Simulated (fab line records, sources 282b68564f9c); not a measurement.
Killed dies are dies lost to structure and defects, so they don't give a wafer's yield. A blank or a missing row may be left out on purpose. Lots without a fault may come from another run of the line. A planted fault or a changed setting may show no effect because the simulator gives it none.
fab line records | flow rit_cmos
record lots=15 wafers=45 last_day=8
route steps=202 shown ACTIVE@9 M1@202
lots that met no fault: from a run of the same line without faults
start_h: hours from the record's first day to the start of the lot's first wafer shown | wait_h: hours since the lot's step before | " the same as in the row above | L1.1+2: a row that stands for several wafers | - no value, or no start given | * or withheld: withheld | < > ~ a bound
route shown NAME@n: a module of which the file shows steps, and the number in the route of the first | usual: mean/standard deviation of fault-free wafers | same: alike in all rows | chamber/n: place in a boat | sites: the reading at each site | _std_site: their standard deviation | _edge_site: outer sites' mean less inner sites' | radius_mm: how far each site lies from the wafer's centre | mask NAME#n: copy n | behind: the tool/chamber that last shaped the wafer | hold: why the lot was held/for how many hours/how that ended | device: the transistor (n, p or np) that didn't switch | end of line: the same wafers' tests at the end of the route | a step without rows: its recipe alone | killed: dies lost to structure and defects at the first sort, not the wafer's yield | map: a wafer's dies, x killed, . not, _ none there
set.NAME: the setting as run; set.NAME@STEP: as run at that earlier step | model.NAME: the simulator's own value behind a step, which no gauge read
steps of the route over a sample of lots; a table a step, a row a wafer
services: from which hour (start_h, from the record's first day; less than 0 if before it) a tool's chamber was out of use, for how many hours, and why
## steps
# step RIT_ACTIVE_EXPOSE_08
# recipe mask_id=M1 na=0.6 source_shape=conventional sigma_outer=0.6 target_cd_nm=1400 dose_mj=225
# usual exposure_dose_mJ_cm2=224.92/0.21
# columns lot.wafer tool chamber start_h wait_h mask exposure_dose_mJ_cm2
L726.1 iline_stepper-01 0 15.60 0.2 M1#0 225.09
L726.2 " 0 " " M1#0 224.68
L726.6 " 0 " " M1#0 224.81
L727.2 iline_stepper-01 0 23.85 0.1 M1#0 225.07
L727.4 " 0 " " M1#0 225.18
L727.6 " 0 " " M1#0 225.03
L728.1 iline_stepper-01 0 27.41 0.1 M1#0 224.99
L728.4 " 0 " " M1#0 224.94
L728.5 " 0 " " M1#0 225.21
L730.1 iline_stepper-01 0 42.38 7.2 M1#0 224.82
L730.2 " 0 " " M1#0 224.62
L730.6 " 0 " " M1#0 224.78
L732.2 iline_stepper-02 0 44.18 0.2 M1#0 224.81
L732.4 " 0 " " M1#0 224.97
L732.5 " 0 " " M1#0 225.15
L733.3 iline_stepper-01 0 49.36 0.2 M1#0 224.63
L733.4 " 0 " " M1#0 225.31
L733.5 " 0 " " M1#0 224.78
L734.2 iline_stepper-02 0 54.72 0.2 M1#0 225.05
L734.3 " 0 " " M1#0 224.98
L734.4 " 0 " " M1#0 225.18
L735.1 iline_stepper-02 0 59.24 0.1 M1#0 224.75
L735.5 " 0 " " M1#0 224.70
L735.6 " 0 " " M1#0 224.99
L736.1 iline_stepper-01 0 64.17 0.2 M1#0 224.88
L736.2 " 0 " " M1#0 225.47
L736.6 " 0 " " M1#0 224.94
L737.2 iline_stepper-02 0 69.21 0.2 M1#0 193.23
L737.5 " 0 " " M1#0 193.29
L737.6 " 0 " " M1#0 193.61
L738.3 iline_stepper-01 0 74.26 0.2 M1#0 224.78
L738.4 " 0 " " M1#0 224.84
L738.5 " 0 " " M1#0 224.82
L739.4 iline_stepper-01 0 80.81 0.1 M1#0 225.20
L739.5 " 0 " " M1#0 225.04
L739.6 " 0 " " M1#0 224.92
L740.1 iline_stepper-02 0 85.83 0.2 M1#0 199.37
L740.2 " 0 " " M1#0 199.20
L740.6 " 0 " " M1#0 199.42
L744.1 iline_stepper-02 0 104.59 0.2 M1#0 204.69
L744.4 " 0 " " M1#0 204.86
L744.6 " 0 " " M1#0 204.86
L748.4 iline_stepper-01 0 124.74 0.2 M1#0 224.99
L748.5 " 0 " " M1#0 224.86
L748.6 " 0 " " M1#0 224.68
# step RIT_ACTIVE_CD_MEAS_11
# recipe target_cd_nm=1400
# usual cd_nm=1399.6/1.9
# columns lot.wafer tool chamber start_h wait_h hold cd_nm
L726.1 cd_sem-02 - 16.00 - - 1402.0
L726.2 " - " " - 1403.2
L726.6 " - " " - 1399.7
L727.2 cd_sem-02 - 24.26 - - 1395.2
L727.4 " - " " - 1394.2
L727.6 " - " " - 1394.3
L728.1 cd_sem-01 - 27.81 - - 1399.7
L728.4 " - " " - 1399.5
L728.5 " - " " - 1399.0
L730.1 cd_sem-01 - 42.80 - - 1397.6
L730.2 " - " " - 1398.4
L730.6 " - " " - 1399.3
L732.2 cd_sem-02 - 44.58 - - 1395.9
L732.4 " - " " - 1399.0
L732.5 " - " " - 1399.1
L733.3 cd_sem-01 - 49.76 - - 1400.5
L733.4 " - " " - 1399.8
L733.5 " - " " - 1398.7
L734.2 cd_sem-02 - 55.12 - - 1398.7
L734.3 " - " " - 1399.2
L734.4 " - " " - 1403.2
L735.1 cd_sem-01 - 59.64 - - 1398.2
L735.5 " - " " - 1400.3
L735.6 " - " " - 1400.7
L736.1 cd_sem-01 - 64.56 - - 1402.1
L736.2 " - " " - 1401.8
L736.6 " - " " - 1401.2
L737.2 cd_sem-01 - 69.61 - await_dispo/0.2h/release 1444.9
L737.5 " - " " await_dispo/0.2h/release 1440.7
L737.6 " - " " await_dispo/0.2h/release 1444.5
L737.2 cd_sem-01 - 69.90 0.3 - 1444.9
L737.5 " - " " - 1440.8
L737.6 " - " " - 1444.0
L738.3 cd_sem-02 - 74.66 - - 1398.3
L738.4 " - " " - 1397.1
L738.5 " - " " - 1400.3
L739.4 cd_sem-01 - 81.21 - - 1401.0
L739.5 " - " " - 1400.1
L739.6 " - " " - 1399.8
L740.1 cd_sem-01 - 86.23 - await_dispo/0.2h/release 1434.0
L740.2 " - " " await_dispo/0.2h/release 1432.9
L740.6 " - " " await_dispo/0.2h/release 1434.8
L740.1 cd_sem-01 - 86.52 0.3 - 1434.4
L740.2 " - " " - 1433.5
L740.6 " - " " - 1434.7
L744.1 cd_sem-01 - 104.99 - await_dispo/0.2h/release 1425.8
L744.4 " - " " await_dispo/0.2h/release 1426.2
L744.6 " - " " await_dispo/0.2h/release 1424.8
L744.1 cd_sem-01 - 105.28 0.3 - 1425.5
L744.4 " - " " - 1425.7
L744.6 " - " " - 1424.8
L748.4 cd_sem-02 - 125.15 - - 1397.6
L748.5 " - " " - 1397.6
L748.6 " - " " - 1398.3
# step RIT_M1_PROBE_99
# usual killed_at_contacts=0.0/0.2 killed_at_front_end=7/3 killed_dies=7/3 killed_open=3.4/1.8 killed_short=3.8/2.1
# same gross_dies=264 killed_at_M0_to_M3=0 killed_at_M4_up=0 killed_at_back_side=0 killed_at_other=0
# columns lot.wafer tool chamber start_h wait_h killed_at_contacts killed_at_front_end killed_dies killed_open killed_short
L737.2 prober-01 - 122.63 0.1 0 9 9 4 5
L737.5 prober-01 - 122.78 0.2 0 7 7 4 3
L737.6 prober-01 - 122.83 0.2 0 4 4 3 1
L744.1 prober-02 - 168.17 0.1 0 3 3 3 0
L744.4 prober-02 - 168.32 0.2 0 10 10 6 4
L744.6 prober-02 - 168.42 0.2 0 11 11 6 5
# killed by level:class
L737.2 GATE:geometric_particle:open=4 GATE:geometric_particle:short=3 FOX1:geometric_particle:short=2
L737.5 SPACER:geometric_particle:short=2 SILICIDE:geometric_particle:open=2 FOX2:geometric_particle:open=1 REOX:geometric_particle:open=1 SILICIDE:geometric_particle:short=1
L737.6 GATE:geometric_particle:open=2 GATE:geometric_particle:short=1 SILICIDE:geometric_particle:open=1
L744.1 GATE:geometric_particle:open=2 SPACER:geometric_particle:open=1
L744.4 GATE:geometric_particle:open=2 REOX:geometric_particle:short=2 SPACER:geometric_particle:open=2 FOX1:geometric_particle:short=1 FOX1:geometric_particle:open=1 GATE:geometric_particle:short=1 SILICIDE:geometric_particle:open=1
L744.6 GATE:geometric_particle:open=4 SILICIDE:geometric_particle:short=3 SILICIDE:geometric_particle:open=2 GATE:geometric_particle:short=1 SPACER:geometric_particle:short=1
## services
# columns tool chamber start_h hours kind
iline_stepper-02 - 12.31 1.7 pm
iline_stepper-02 - 35.36 7.5 repair
iline_stepper-01 0 51.18 - calibration
iline_stepper-01 - 76.63 1.7 pm
iline_stepper-02 - 110.73 1.7 repair
## key
first_sign step=RIT_ACTIVE_EXPOSE_08 reading=exposure_dose_mJ_cm2 direction=down sigmas=99+ usual=224.92 struck=199.17
effect step=RIT_ACTIVE_CD_MEAS_11 reading=visit direction=added through=control_loop
effect step=RIT_ACTIVE_CD_MEAS_11 reading=cd_nm direction=up sigmas=18 usual=1399.6 struck=1434.3 through=control_loop
met_at RIT_ACTIVE_EXPOSE_08
struck_lots L737,L740,L744
rows_end L740.1,L740.2,L740.6
tester_left_out L737,L744
loop_trim step=RIT_ACTIVE_EXPOSE_08 setting=dose lots=L740,L744
onset_between 59.24 69.21
fault kind=process_parameter_drift tool=iline_stepper-02 chamber=- onset_h=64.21 steps=RIT_ACTIVE_EXPOSE_08 channel=dose_mj offset=-31.662 shape=step acts_in=these_recipes_only stated=225
# tester_left_out: of these lots the tester's yield and bins aren't shown, on N5 and GAA mostly nor the transistor test; their killed dies are dies lost to structure and defects alone, not to doping, threshold or leakage, so they don't give the yield
# rows_end: these wafers met a further fault down the route, and their rows from its step on are left out
# loop_trim: a control loop set the setting to another value than it would have without faults
